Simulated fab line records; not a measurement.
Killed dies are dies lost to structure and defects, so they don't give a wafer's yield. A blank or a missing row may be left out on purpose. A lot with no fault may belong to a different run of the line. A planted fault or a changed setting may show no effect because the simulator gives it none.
Matching of chambers ; flow berkeley_cmos170 ; 3 sister chambers for UCB170_SPACER_CVD_00 on pecvd-02
The step deposits SiO2 from TEOS/O2, target thk 376 nm, time 47 s. 20 wafers are shown with their chamber, then 10 later ones without.

WAFERS PAIRED WITH THEIR CHAMBERS
wafer;chamber;heater_power_w (W)
L823.3;1;273
L823.4;2;168
L823.6;1;288
L824.3;2;212
L824.4;2;216
L824.6;1;289
L825.1;0;247
L825.2;1;302
L825.4;2;219
L827.1;0;280
L827.5;1;217
L827.6;0;200
L826.2;0;267
L826.4;1;271
L826.5;0;272
L828.1;0;284
L828.4;1;280
L828.5;2;217
L833.1;0;215
L833.4;0;229

SIGNATURES (means of the wafers above)
reading;chamber 0;chamber 1;chamber 2;scatter within a chamber
heater_power_w;249.25;274.29;206.40;28
Rule: for a wafer and a chamber, the distance is found by dividing, reading by reading, the gap between the wafer's reading and the chamber's mean by the reading's scatter, squaring, summing and taking the root. The wafer belongs to the nearest chamber; if the next one is less than 2 further off, it can't be placed. The scatter is the square root of a quotient: the sum, over the shown wafers, of each reading's squared deviation from its chamber's mean, divided by wafers minus chambers.

WAFERS WITH NO CHAMBER GIVEN
wafer;heater_power_w (W)
L833.6;217
L840.4;286
L840.5;299
L840.6;181
L843.3;281
L843.4;194
L843.6;206
L845.1;276
L845.3;285
L845.4;215

THE CHAMBER EACH PASSED THROUGH
wafer;from the rows above;in truth
L833.6;can't be placed: 2 or 0 or 1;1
L840.4;can't be placed: 1 or 0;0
L840.5;can't be placed: 1 or 0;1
L840.6;can't be placed: 2 or 0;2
L843.3;can't be placed: 1 or 0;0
L843.4;can't be placed: 2 or 0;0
L843.6;can't be placed: 2 or 0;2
L845.1;can't be placed: 1 or 0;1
L845.3;can't be placed: 1 or 0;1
L845.4;can't be placed: 2 or 0 or 1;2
Placed correctly: 0 of 10. These rows do not allow placing 10 (true chamber among the candidates in 10). 0 placed wrongly.
